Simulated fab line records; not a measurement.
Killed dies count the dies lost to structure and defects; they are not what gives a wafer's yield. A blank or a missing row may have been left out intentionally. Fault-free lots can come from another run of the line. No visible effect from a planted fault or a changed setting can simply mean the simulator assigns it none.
fab line records + flow berkeley-cmos170
[record]
- lots = 14
- wafers = 42
- last-day = 13
route steps=331 shown V1@254
lots untouched by any fault: they come from a run of this same line in which no faults occurred
start-h: the number of hours between the record's first day and the start of the first shown wafer of the lot + wait-h: hours from the lot's prior step to this one + " repeats the value in the row above + L1.1+2: several wafers, shown together as one row + - no value, or no start was given + * or withheld: withheld + < > ~ a bound
route shown NAME@n: NAME is a module with steps in the file, n the number in the route of the first one + usual: mean/standard deviation of fault-free wafers + same: alike in all rows + chamber/n: place in a boat + sites: per-site readings + _std_site: standard deviation of those values + _edge_site: inner sites' mean taken away from outer sites' mean + radius-mm: how far each site lies from the wafer's centre + mask NAME#n: copy n + behind: the last tool/chamber to shape the wafer + hold: why the lot went on hold/how many hours it stayed there/how the hold came to an end + device: whichever transistor did not switch (one of n, p or np) + end of line: at the end of the route, the tests of the same wafers + a step with no rows: only its recipe + killed: count of dies lost to structure and defects at first sort (not the wafer's yield) + map: a wafer's dies, marking killed ones x, the rest . and places with no die _
set.NAME: the setting the step ran with; set.NAME@STEP: the setting that earlier step ran with + model.NAME: the simulator's own value behind a step, which no gauge read
steps of the route over a sample of lots; a table a step, a row a wafer
services: a tool's chamber out of use, with start hour (start-h, from the record's first day; less than 0 if before it), hours out, and reason
[[steps]]
[step UCB170_V1_CVD_00]
[recipe]
- material = SiO2
- target-thk-nm = 2000
- temp-c = 390
- precursor = TEOS/O2
- time-s = 250
- rf-w = 550
- pressure-mtorr = 9000
[usual]
- heater-power-w = 244/51
| lot.wafer | tool     | chamber | start-h | wait-h | heater-power-w |
|-----------|----------|---------|---------|--------|----------------|
| L441.1    | pecvd-02 | 2       | 182.31  | 0.0    | 251            |
| L441.2    | "        | 0       | "       | "      | 274            |
| L441.4    | "        | 1       | "       | "      | 356            |
| L443.3    | pecvd-02 | 0       | 187.88  | 0.0    | 266            |
| L443.4    | "        | 0       | "       | "      | 187            |
| L443.6    | "        | 1       | "       | "      | 269            |
| L444.1    | pecvd-03 | 2       | 189.21  | 0.0    | 160            |
| L444.3    | "        | 0       | "       | "      | 219            |
| L444.5    | "        | 1       | "       | "      | 199            |
| L446.1    | pecvd-04 | 0       | 207.81  | 0.0    | 233            |
| L446.4    | "        | 2       | "       | "      | 183            |
| L446.6    | "        | 0       | "       | "      | 296            |
| L445.2    | pecvd-03 | 1       | 212.62  | 0.0    | 219            |
| L445.5    | "        | 2       | "       | "      | 148            |
| L445.6    | "        | 1       | "       | "      | 284            |
| L447.4    | pecvd-04 | 0       | 212.70  | 0.1    | 211            |
| L447.5    | "        | 1       | "       | "      | 331            |
| L447.6    | "        | 2       | "       | "      | 178            |
| L449.1    | pecvd-04 | 1       | 229.75  | 0.0    | 340            |
| L449.2    | "        | 2       | "       | "      | 231            |
| L449.3    | "        | 0       | "       | "      | 247            |
| L451.2    | pecvd-04 | 0       | 249.85  | 0.0    | 248            |
| L451.3    | "        | 0       | "       | "      | 293            |
| L451.4    | "        | 1       | "       | "      | 249            |
| L453.3    | pecvd-03 | 1       | 249.85  | 0.0    | 243            |
| L453.4    | "        | 2       | "       | "      | 146            |
| L453.6    | "        | 1       | "       | "      | 203            |
| L456.1    | pecvd-04 | 0       | 264.77  | 0.0    | 268            |
| L456.2    | "        | 1       | "       | "      | 351            |
| L456.3    | "        | 2       | "       | "      | 208            |
| L455.2    | pecvd-03 | 0       | 268.30  | 0.0    | 238            |
| L455.5    | "        | 1       | "       | "      | 203            |
| L455.6    | "        | 2       | "       | "      | 216            |
| L460.1    | pecvd-04 | 0       | 283.69  | 0.0    | 303            |
| L460.2    | "        | 1       | "       | "      | 295            |
| L460.3    | "        | 2       | "       | "      | 188            |
| L458.1    | pecvd-02 | 2       | 287.43  | 0.0    | 312            |
| L458.3    | "        | 0       | "       | "      | 229            |
| L458.4    | "        | 1       | "       | "      | 245            |
| L461.1    | pecvd-04 | 2       | 287.43  | 0.0    | 199            |
| L461.4    | "        | 0       | "       | "      | 206            |
| L461.5    | "        | 1       | "       | "      | 254            |
[step UCB170_V1_THK_MEAS_01]
[recipe]
- reads = SiO2_of_V1_CVD_00
[usual]
- V1_TEOS_THK = 1992/23
| lot.wafer | tool          | chamber | start-h | wait-h | V1_TEOS_THK[nm] |
|-----------|---------------|---------|---------|--------|-----------------|
| L441.1    | film-metro-02 | -       | 182.46  | 0.1    | 1970            |
| L441.2    | "             | -       | "       | "      | 1955            |
| L441.4    | "             | -       | "       | "      | 1992            |
| L443.3    | film-metro-02 | -       | 188.05  | 0.1    | 1968            |
| L443.4    | "             | -       | "       | "      | 2016            |
| L443.6    | "             | -       | "       | "      | 2015            |
| L444.1    | film-metro-02 | -       | 189.37  | 0.1    | 1979            |
| L444.3    | "             | -       | "       | "      | 1985            |
| L444.5    | "             | -       | "       | "      | 1971            |
| L446.1    | film-metro-04 | -       | 207.96  | 0.1    | 1975            |
| L446.4    | "             | -       | "       | "      | 1998            |
| L446.6    | "             | -       | "       | "      | 2020            |
| L445.2    | film-metro-04 | -       | 212.79  | 0.1    | 1966            |
| L445.5    | "             | -       | "       | "      | 1998            |
| L445.6    | "             | -       | "       | "      | 1991            |
| L447.4    | film-metro-03 | -       | 212.81  | 0.0    | 2014            |
| L447.5    | "             | -       | "       | "      | 1984            |
| L447.6    | "             | -       | "       | "      | 1999            |
| L449.1    | film-metro-02 | -       | 229.90  | 0.1    | 1975            |
| L449.2    | "             | -       | "       | "      | 1979            |
| L449.3    | "             | -       | "       | "      | 1981            |
| L453.3    | film-metro-03 | -       | 250.03  | 0.1    | 2051            |
| L453.4    | "             | -       | "       | "      | 2088            |
| L453.6    | "             | -       | "       | "      | 2060            |
| L451.2    | film-metro-04 | -       | 250.10  | 0.2    | 2002            |
| L451.3    | "             | -       | "       | "      | 2005            |
| L451.4    | "             | -       | "       | "      | 2018            |
| L456.1    | film-metro-02 | -       | 264.92  | 0.1    | 1972            |
| L456.2    | "             | -       | "       | "      | 1959            |
| L456.3    | "             | -       | "       | "      | 1978            |
| L455.2    | film-metro-02 | -       | 268.47  | 0.1    | 2078            |
| L455.5    | "             | -       | "       | "      | 2096            |
| L455.6    | "             | -       | "       | "      | 2104            |
| L460.1    | film-metro-02 | -       | 283.84  | 0.1    | 1965            |
| L460.2    | "             | -       | "       | "      | 1992            |
| L460.3    | "             | -       | "       | "      | 2010            |
| L458.1    | film-metro-03 | -       | 287.59  | 0.1    | 1997            |
| L458.3    | "             | -       | "       | "      | 1972            |
| L458.4    | "             | -       | "       | "      | 2009            |
| L461.1    | film-metro-04 | -       | 287.59  | 0.1    | 1984            |
| L461.4    | "             | -       | "       | "      | 2015            |
| L461.5    | "             | -       | "       | "      | 2015            |
[[services]]
| tool     | chamber | start-h | hours | kind       |
|----------|---------|---------|-------|------------|
| pecvd-04 | -       | 187.57  | 1.7   | repair     |
| pecvd-02 | 1       | 211.27  | 5.0   | repair     |
| pecvd-02 | -       | 242.50  | 14.0  | pm         |
| pecvd-02 | 0       | 242.50  | 14.0  | vent-cycle |
| pecvd-02 | 1       | 242.50  | 14.0  | vent-cycle |
| pecvd-02 | 2       | 242.50  | 14.0  | vent-cycle |
| pecvd-04 | 2       | 242.88  | 8.4   | repair     |
| pecvd-02 | 0       | 256.50  | -     | clean      |
| pecvd-02 | 1       | 256.50  | -     | clean      |
| pecvd-02 | 2       | 256.50  | -     | clean      |
[[key]]
[first-sign]
- step = UCB170_V1_THK_MEAS_01
- reading = V1_TEOS_THK
- direction = up
- sigmas = 3.8
- usual = 1992
- struck = 2080
effect none on later readings
met-at UCB170_V1_CVD_00
struck-lots L453,L455
onset-between 212.62 249.85
[fault]
- kind = process-parameter-drift
- tool = pecvd-03
- chamber = -
- onset-h = 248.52
- steps = UCB170_V1_CVD_00
- channel = target-thk-nm
- offset = 99.056
- shape = step
- end-h = 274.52
- acts-in = these-recipes-only
- stated = 2000
